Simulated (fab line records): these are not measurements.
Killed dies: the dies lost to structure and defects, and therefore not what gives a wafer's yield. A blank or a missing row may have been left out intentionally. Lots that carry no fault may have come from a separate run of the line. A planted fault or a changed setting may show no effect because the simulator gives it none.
Comparing a struck lot with a sound one :: flow rit cmos :: 15 out of 202 route steps
Sound: wafers L707.1, L707.2, L707.5. Wafers L720.1, L720.5, L720.6 were the ones struck. The cause is named last.
Order at every step that has rows: each side's tool, ch and its chambers, its first start. Under that, the readings that differ: sound wafers :: struck wafers :: difference of the means :: sigmas: that difference in standard deviations of wafers without a fault.
alike: a reading whose means differ by less than 2 such deviations, as well as words and numbers matching on both sides. not compared: withheld readings; readings where some wafer has no value; bounds like >300 that might hide an equal value; numbers whose values overlap and for which the record gives no deviation.
A row with sigmas, a row that says differs or no value, or rows on one side alone: a step with any of these is where the two part. When numbers do not overlap yet have no deviation, they are printed without sigmas and do not part them. Lack of a reading on every wafer of one side parts them only where that side has two or more wafers.

first, 1 step without rows for these wafers: RIT_PRETRO_IMPLANT_08.
RIT_PRETRO_STRIP_09: strips in O2, time 180 s.
  sound on plasma asher-01 ch 0,1, day 2 08:35; struck on plasma asher-04 ch 0,1, day 5 04:33
  alike: drypump motor current A
  not compared: rf hours counter h
RIT_PRETRO_TW_MEAS_10:
  struck on film metro-02, day 5 04:44; sound on film metro-04, day 2 08:46
  alike: PRETRO_TW
then, 5 steps without rows for these wafers: RIT_GATE_WET_ETCH_00 (etches SiO2 in BOE, target depth 56 nm, time 60 s); RIT_GATE_CLEAN_01 (cleans in SC1, time 600 s); RIT_GATE_CLEAN_02 (cleans in dHF, time 30 s); RIT_GATE_CLEAN_03 (cleans in SC2, time 600 s); RIT_GATE_CLEAN_04 (cleans in dHF, time 60 s).
RIT_FOX2_THK_MEAS_91:
  struck on film metro-04, day 5 05:12; sound on film metro-03, day 2 09:14
  alike: FIELD_OXIDE_LEFT_2_THK
then, 2 steps without rows for these wafers: RIT_GATE_OXIDATION_05 (target thk 3 nm, ox time 270 s); RIT_GATE_ANNEAL_06 (time 600 s).
RIT_GATE_THK_MEAS_07:
  struck on film metro-02, day 5 07:08; sound on film metro-02, day 2 10:37
  alike: GATE_OXIDE_THK
RIT_GATE_CVD_08: deposits poly-Si from SiH4, target thk 250 nm, time 2220 s.
  sound on lpcvd-01 ch 1, day 2 10:41; struck on lpcvd-01 ch 0, day 5 07:12
reading: model.poly-Si_of_GATE_CVD_08.thk nm (nm)
sound: 254.1 251.1 253
struck: 108.3 108.6 110
difference: -143.8
sigmas: 
  alike: susceptor temp C
RIT_GATE_THK_MEAS_09:
  struck on film metro-02, day 5 09:07; sound on film metro-04, day 2 12:17
reading: GATE_POLY_THK (nm)
sound: 254.3 251.2 253.0
struck: 108.4 108.5 110.1
difference: -143.8
sigmas: -51
  not compared: hold
following that, these wafers have no rows for 1 step: RIT_M1_PROBE_99.

## WHERE THEY PART
RIT_GATE_THK_MEAS_09 only, going by this record.

WHY: the cause the simulator had injected
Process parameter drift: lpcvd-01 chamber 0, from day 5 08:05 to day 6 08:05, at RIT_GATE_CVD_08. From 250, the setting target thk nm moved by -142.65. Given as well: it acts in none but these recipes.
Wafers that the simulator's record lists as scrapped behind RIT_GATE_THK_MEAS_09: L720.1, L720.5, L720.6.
